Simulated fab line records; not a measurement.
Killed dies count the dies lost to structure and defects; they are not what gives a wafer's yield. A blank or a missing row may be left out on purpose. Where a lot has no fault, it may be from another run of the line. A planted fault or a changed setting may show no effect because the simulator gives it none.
A lot that was struck, set against a sound lot :: flow rit_cmos :: 21 out of 202 route steps
Sound: the wafers L431.2, L431.3, L431.6. Wafers L448.3, L448.4, L448.6 were the ones struck. The cause is named last.
At each step with rows: each side's tool, then ch and its chambers, then its first start. Under that, the readings that differ: sound wafers :: struck wafers :: difference of the means :: sigmas: that difference in standard deviations of wafers without a fault.
alike: a reading whose means differ by less than 2 such deviations, as well as words and numbers matching on both sides. not compared: withheld readings; readings where some wafer has no value; bounds like >300 that might hide an equal value; numbers whose values overlap and for which the record gives no deviation.
The two part at a step that has a row with sigmas, a row that says differs or no value, or rows on one side only. Numbers that don't overlap but have no deviation are shown without sigmas and don't part them. Lack of a reading on every wafer of one side parts them only where that side has two or more wafers.

first, 6 steps without rows for these wafers: RIT_NSD_HMDS_00 (prime time 60 s); RIT_NSD_COAT_01 (resist thk 1000 nm); RIT_NSD_SOFTBAKE_02 (time 60 s); RIT_NSD_EXPOSE_03 (exposes mask M9, target cd 40700 nm); RIT_NSD_PEB_04; RIT_NSD_DEVELOP_05 (develop time 50 s).
RIT_NSD_OVL_MEAS_06:
  sound: overlay-01 at day 4 09:52; struck: overlay-02 at day 8 06:41
reading: NSD_OVL (nm)
sound: -1.1 -1.8 -5.5
struck: -0.1 0.1 0.6
difference: +3.0
sigmas: +2
then, 2 steps without rows for these wafers: RIT_NSD_HARDBAKE_07 (time 60 s); RIT_NSD_IMPLANT_08.
RIT_NSD_STRIP_09: strips in O2, time 180 s.
  sound on plasma_asher-03 ch 1, day 4 10:11; struck on plasma_asher-01 ch 0,1, day 8 07:04
  alike: drypump_motor_current_A
  not compared: rf_hours_counter_h
RIT_NSD_TW_MEAS_10:
  sound: film_metro-01 at day 4 10:23; struck: film_metro-02 at day 8 07:13
reading: NSD_TW
sound: 3087 3089 3077
struck: 3147 3129 3121
difference: +48
sigmas: +2
then, 1 step without rows for these wafers: RIT_PSD_HMDS_00 (prime time 60 s).
RIT_PSD_COAT_01: resist thk 1000 nm.
  sound on litho_track-02 ch 0, day 4 10:41; struck on litho_track-02 ch 0, day 8 07:29
reading: model.NOVOLAK_of_PSD_COAT_01.thk_nm (nm)
sound: 1001 999.4 1000
struck: 977.8 980.6 981.7
difference: -20.1
sigmas: 
then, 4 steps without rows for these wafers: RIT_PSD_SOFTBAKE_02 (time 60 s); RIT_PSD_EXPOSE_03 (exposes mask M10, target cd 40900 nm); RIT_PSD_PEB_04; RIT_PSD_DEVELOP_05 (develop time 50 s).
RIT_PSD_OVL_MEAS_06:
  sound: overlay-02 at day 4 11:29; struck: overlay-01 at day 8 08:11
reading: PSD_OVL (nm)
sound: -3.0 -2.1 -3.7
struck: 2.6 0.6 1.0
difference: +4.3
sigmas: +3
RIT_PSD_HARDBAKE_07: time 60 s.
  sound on litho_track-01 ch 0, day 4 11:33; struck on litho_track-01 ch 0, day 8 08:16
reading: model.NOVOLAK_of_PSD_COAT_01.thk_nm (nm)
sound: 884.8 883.2 884.1
struck: 864.4 866.8 867.8
difference: -17.7
sigmas: 
then, 2 steps without rows for these wafers: RIT_PSD_IMPLANT_08; RIT_M1_PROBE_99.

WHERE THEY PART
Earliest at RIT_NSD_OVL_MEAS_06; latest, in this record, at RIT_PSD_OVL_MEAS_06.

WHY: what the simulator had put in
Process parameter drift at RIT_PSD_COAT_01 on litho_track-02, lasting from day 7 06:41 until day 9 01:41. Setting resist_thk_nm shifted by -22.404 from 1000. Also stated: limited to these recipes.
